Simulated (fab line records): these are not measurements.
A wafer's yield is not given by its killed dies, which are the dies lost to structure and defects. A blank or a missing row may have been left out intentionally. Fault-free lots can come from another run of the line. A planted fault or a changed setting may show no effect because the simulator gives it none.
Struck lot and sound lot, side by side / flow berkeley cmos170 / 15 out of 331 route steps
Sound: these wafers, L656.1, L656.2, L656.4. Struck: wafers L659.1, L659.3, L659.6. At the end, the cause is stated.
Order at every step that has rows: each side's tool, ch and its chambers, its first start. Under that, the readings that differ: sound wafers / struck wafers / difference of the means / sigmas: that difference in standard deviations of wafers without a fault.
alike: words and numbers the same on both sides, and readings whose means are apart by under 2 such deviations; not compared: readings that were withheld, readings missing a value for some wafer, numbers with overlapping values and no deviation given by the record, and bounds like >300 which may hide the same value.
The two part at a step that has a row with sigmas, a row that says differs or no value, or rows on one side only. Non-overlapping numbers with no deviation appear without sigmas and do not part them. Lack of a reading on every wafer of one side parts them only where that side has two or more wafers.

UCB170_NVT_TW_MEAS_09:
  sound on film metro-02 at day 7 16:50; struck on film metro-03 at day 8 06:23
  alike: NVT_TW
then, 7 steps without rows for these wafers: UCB170_NVT_CLEAN_10 (cleans in SPM, time 600 s); UCB170_PVT_HMDS_00 (prime time 60 s); UCB170_PVT_COAT_01 (resist thk 900 nm); UCB170_PVT_SOFTBAKE_02 (time 60 s); UCB170_PVT_EXPOSE_03 (exposes mask NWELL, target cd 3000 nm); UCB170_PVT_PEB_04; UCB170_PVT_DEVELOP_05 (develop time 45 s).
UCB170_PVT_OVL_MEAS_06:
  sound on overlay-02 at day 7 20:26; struck on overlay-01 at day 8 09:00
  alike: PVT_OVL
then, 1 step without rows for these wafers: UCB170_PVT_IMPLANT_07.
UCB170_PVT_STRIP_08: strips in O2.
  sound on plasma asher-03 ch 0,1, day 7 20:37; struck on plasma asher-03 ch 0,1, day 8 09:11
  alike: drypump motor current A, oes product au, strip time to endpoint s
  not compared: rf hours counter h
UCB170_PVT_TW_MEAS_09:
  sound on film metro-04 at day 7 20:43; struck on film metro-04 at day 8 09:17
  alike: PVT_TW
UCB170_GATE_WET_ETCH_00: etches SiO2 in dHF, time 200 s.
  sound on wet bench-03 ch 2, day 7 21:05; struck on wet bench-03 ch 3, day 8 09:33
  no value came back on the struck wafers for bath heat duty pct (%), run length s (s); on the sound wafers bath heat duty pct (%) reads 6.7 5.9 6.2
reading=model.SiO2_of_SCREENOX_OXIDATION_01.thk nm (nm); sound=0 0 0; struck=14.41 14.4 14.18; difference=+14.33; sigmas=
UCB170_FIELD_THK_MEAS_91:
  sound on film metro-03 at day 7 21:13; struck on film metro-01 at day 8 09:37
reading=FIELD_OXIDE_LEFT_2_THK (nm); sound=330 329 326; struck=405 396 403; difference=+73; sigmas=+7
then, 1 step without rows for these wafers: UCB170_GATE_OXIDATION_01 (target thk 6.6 nm, ox time 1800 s).

WHERE THEY PART
First at UCB170_GATE_WET_ETCH_00; last, within this record, at UCB170_FIELD_THK_MEAS_91.

WHY: what had been put in by the simulator
Step skipped in full: wet bench-03, at UCB170_GATE_WET_ETCH_00, from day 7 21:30 onward. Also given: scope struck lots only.
